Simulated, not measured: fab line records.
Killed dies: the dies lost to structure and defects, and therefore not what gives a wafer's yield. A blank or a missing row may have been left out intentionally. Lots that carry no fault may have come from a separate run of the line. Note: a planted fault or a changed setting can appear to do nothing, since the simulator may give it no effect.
Split-lot experiment | flow berkeley-cmos170 | on a route of 331 steps: 5 lots, 23 wafers read

## THE SPLIT ITSELF
At UCB170_GATE_COAT_07 (resist thk 900 nm), the setting spin-rpm was moved away from the recipe's 1500 rpm on 8 of the 23 wafers read, by -3.1% to +6.7%. All remaining wafers had this setting at the recipe value.

There is no step in the file separating the split from the reading.

## THE READING
KrF_of_GATE_COAT_07.thk-nm (the simulator's own value, which no gauge read), in nm, at UCB170_GATE_ETCH_15 (etches poly-Si in HBr/Cl2, stops on SiO2, time 56.3 s, target depth 278.2 nm). There is no usual value for it anywhere in the file. Across the 15 wafers here that went through the recipe, the average is 776.7 nm and the standard deviation 3.2 nm.

wafer  | tool, chamber at the split | spin-rpm as run, rpm | against the recipe | KrF_of_GATE_COAT_07.thk-nm, nm | against lot-mates on the recipe
L076.1 | litho-track-03, 0          | 1500                 | recipe             | 775.8                          | -
L076.2 | litho-track-03, 0          | 1500                 | recipe             | 774.6                          | -
L076.3 | litho-track-03, 0          | 1500                 | recipe             | 780.5                          | -
L076.5 | litho-track-03, 0          | 1500                 | recipe             | 775.5                          | -
L076.6 | litho-track-03, 0          | 1500                 | recipe             | 783                            | -
L079.2 | litho-track-03, 0          | 1500                 | recipe             | 776.4                          | -
L079.3 | litho-track-03, 0          | 1500                 | recipe             | 777                            | -
L079.5 | litho-track-03, 0          | 1500                 | recipe             | 777.7                          | -
L080.1 | litho-track-02, 0          | 1601                 | +6.7%              | 749.3                          | -28.7
L080.2 | litho-track-02, 0          | 1601                 | +6.7%              | 753                            | -25.0
L080.3 | litho-track-02, 0          | 1500                 | recipe             | 778.5                          | -
L080.5 | litho-track-02, 0          | 1601                 | +6.7%              | 750.7                          | -27.2
L080.6 | litho-track-02, 0          | 1500                 | recipe             | 777.4                          | -
L082.1 | litho-track-03, 0          | 1500                 | recipe             | 769.7                          | -
L082.2 | litho-track-03, 0          | 1568                 | +4.5%              | 756.7                          | -14.8
L082.3 | litho-track-03, 0          | 1568                 | +4.5%              | 757.3                          | -14.2
L082.4 | litho-track-03, 0          | 1500                 | recipe             | 773.4                          | -
L082.5 | litho-track-03, 0          | 1568                 | +4.5%              | 751.4                          | -20.1
L084.2 | litho-track-02, 0          | 1500                 | recipe             | 772.9                          | -
L084.3 | litho-track-02, 0          | 1500                 | recipe             | 779.5                          | -
L084.4 | litho-track-02, 0          | 1500                 | recipe             | 778.9                          | -
L084.5 | litho-track-02, 0          | 1454                 | -3.1%              | 790.7                          | +13.6
L084.6 | litho-track-02, 0          | 1454                 | -3.1%              | 794.4                          | +17.3

FIT RESULTS
A straight line over all 23 wafers: KrF_of_GATE_COAT_07.thk-nm changes by -4.24 nm for each +1% of spin-rpm; r = -0.97; the points scatter about the line by 3.4 nm.
The same after taking each lot's own level away (the mean of its wafers on the recipe; 23 wafers): -4.06 nm for each +1%; r = -0.98; scatter 2.6 nm.
The reading moves by 27 nm for the largest change in spin-rpm, on that fit.
The span of the lots' own levels, 771.55 to 777.95 nm, comes to 2.0 times the standard deviation stated above.
The two slopes are in agreement: the lot-to-lot level therefore moves the slope only a little.
Check: -26.2 nm against its lot-mates is what the line predicts for one of the wafers moved furthest among these (+6.7%) when that wafer is left out of the fit. Against them it came out at -28.7 nm.

## OTHER SPLITS APPLIED TO THESE WAFERS
Note: prior to the reading, these wafers also went through further splits. Each is held against what the fit with the lots' levels taken away leaves over:
other split on the same wafers    | wafers away from the commonest value | r with KrF_of_GATE_COAT_07.thk-nm (lot level and that fit taken away)
UCB170_ZERO_ETCH_06 time-s        | 4                                    | -0.23
UCB170_NWELL_ETCH_13 time-s       | 5                                    | -0.27
UCB170_PFIELD_IMPLANT_07 dose-cm2 | 8                                    | -0.15
UCB170_GATE_CVD_04 temp-c         | 18                                   | -0.10

## THE WHOLE CHAIN: every reading that the file lists as answering this split, in the file's order
step                | what it does                                                                 | reading                                                                     | change (the file's fit)              | r (the file's)
UCB170_GATE_COAT_07 | resist thk 900 nm                                                            | KrF_of_GATE_COAT_07.thk-nm (the simulator's own value, which no gauge read) | -4.23 nm for each +1% of the setting | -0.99
UCB170_GATE_ETCH_15 | etches poly-Si in HBr/Cl2, stops on SiO2, time 56.3 s, target depth 278.2 nm | KrF_of_GATE_COAT_07.thk-nm (the simulator's own value, which no gauge read) | -4.03 nm for each +1% of the setting | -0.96

## FILE'S OWN FIT
KrF_of_GATE_COAT_07.thk-nm changes by -4.03 nm for each +1% of spin-rpm, r = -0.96.
